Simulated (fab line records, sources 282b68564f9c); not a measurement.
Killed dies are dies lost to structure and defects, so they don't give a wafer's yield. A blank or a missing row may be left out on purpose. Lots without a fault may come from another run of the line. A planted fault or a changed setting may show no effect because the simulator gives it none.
Split-lot experiment | flow rit_cmos | 5 lots, 23 wafers read, on a route of 202 steps

THE SPLIT
At RIT_NRETRO_COAT_01 (resist thk 1300 nm), the setting resist_thk_nm was moved away from the recipe's 1300 nm on 10 of the 23 wafers read, by -4.2% to +4.6%. The other wafers ran this setting at the recipe's value.

FROM THE SPLIT TO THE READING: what the file shows between them, 3 steps
- RIT_NRETRO_SOFTBAKE_02: time 60 s
- RIT_NRETRO_EXPOSE_03: exposes mask M4, target cd 43900 nm
- RIT_NRETRO_DEVELOP_05: develop time 68 s

THE READING
NOVOLAK_of_NRETRO_COAT_01.thk_nm (the simulator's own value, which no gauge read), in nm, at RIT_NRETRO_HARDBAKE_07 (time 120 s). The file gives no usual value for it. The 13 wafers here that ran the recipe average 1141 nm, standard deviation 2.2 nm.

wafer  | tool, chamber at the split | resist_thk_nm as run, nm | against the recipe | NOVOLAK_of_NRETRO_COAT_01.thk_nm, nm | against lot-mates on the recipe
L077.1 | litho_track-01, 0          | 1300                     | recipe             | 1143                                 | -
L077.2 | litho_track-01, 0          | 1300                     | recipe             | 1141                                 | -
L077.4 | litho_track-01, 0          | 1258                     | -3.2%              | 1109                                 | -33
L077.5 | litho_track-01, 0          | 1258                     | -3.2%              | 1104                                 | -38
L077.6 | litho_track-01, 0          | 1258                     | -3.2%              | 1103                                 | -39
L078.1 | litho_track-01, 0          | 1300                     | recipe             | 1142                                 | -
L078.2 | litho_track-01, 0          | 1300                     | recipe             | 1140                                 | -
L078.3 | litho_track-01, 0          | 1300                     | recipe             | 1140                                 | -
L078.5 | litho_track-01, 0          | 1360                     | +4.6%              | 1194                                 | +53
L078.6 | litho_track-01, 0          | 1360                     | +4.6%              | 1195                                 | +54
L079.1 | litho_track-02, 0          | 1300                     | recipe             | 1137                                 | -
L079.2 | litho_track-02, 0          | 1351                     | +3.9%              | 1180                                 | +42
L079.3 | litho_track-02, 0          | 1300                     | recipe             | 1138                                 | -
L079.4 | litho_track-02, 0          | 1351                     | +3.9%              | 1182                                 | +44
L079.6 | litho_track-02, 0          | 1351                     | +3.9%              | 1184                                 | +46
L083.1 | litho_track-03, 0          | 1300                     | recipe             | 1140                                 | -
L083.2 | litho_track-03, 0          | 1300                     | recipe             | 1144                                 | -
L083.4 | litho_track-03, 0          | 1300                     | recipe             | 1145                                 | -
L085.1 | litho_track-02, 0          | 1246                     | -4.2%              | 1093                                 | -47
L085.2 | litho_track-02, 0          | 1246                     | -4.2%              | 1095                                 | -45
L085.4 | litho_track-02, 0          | 1300                     | recipe             | 1141                                 | -
L085.5 | litho_track-02, 0          | 1300                     | recipe             | 1141                                 | -
L085.6 | litho_track-02, 0          | 1300                     | recipe             | 1139                                 | -

THE FIT
A straight line over all 23 wafers: NOVOLAK_of_NRETRO_COAT_01.thk_nm changes by +11.1 nm for each +1% of resist_thk_nm; r = +1.00; the points scatter about the line by 2.4 nm.
The same after taking each lot's own level away (the mean of its wafers on the recipe; 23 wafers): +11.4 nm for each +1%; r = +1.00; scatter 1.7 nm.
On that fit, the largest move of resist_thk_nm shifts the reading by 53 nm.
The lots' own levels span 1137.5 to 1143.0 nm, that is 2.5 times the standard deviation above.
So the lot-to-lot level changes the slope little: the two slopes agree.
Check: with one of the wafers moved furthest among these (+4.6%) left out of the fit, the line predicts +52.6 nm for it against its lot-mates. It came out at +53.3 nm against them.

OTHER SPLITS ON THESE WAFERS
These wafers also went through other splits before the reading. Each is held against what the fit with the lots' levels taken away leaves over:
other split on the same wafers  | wafers away from the commonest value | r with NOVOLAK_of_NRETRO_COAT_01.thk_nm (lot level and that fit taken away)
RIT_ACTIVE_CVD_03 temp_c        | 15                                   | +0.02
RIT_ACTIVE_COAT_06 spin_rpm     | 10                                   | +0.06
RIT_NWELL_COAT_01 spin_rpm      | 5                                    | -0.26
RIT_NWELL_IMPLANT_08 dose_cm2   | 5                                    | +0.01
RIT_PWELL_DEVELOP_05 dev_temp_c | 8                                    | -0.30

THE WHOLE CHAIN: every reading that the file lists as answering this split, in the file's order
step                   | what it does       | reading                                                                           | change (the file's fit)              | r (the file's)
RIT_NRETRO_COAT_01     | resist thk 1300 nm | NOVOLAK_of_NRETRO_COAT_01.thk_nm (the simulator's own value, which no gauge read) | +13.3 nm for each +1% of the setting | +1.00
RIT_NRETRO_HARDBAKE_07 | time 120 s         | NOVOLAK_of_NRETRO_COAT_01.thk_nm (the simulator's own value, which no gauge read) | +11.5 nm for each +1% of the setting | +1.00

THE FILE'S OWN FIT
NOVOLAK_of_NRETRO_COAT_01.thk_nm changes by +11.5 nm for each +1% of resist_thk_nm, r = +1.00.
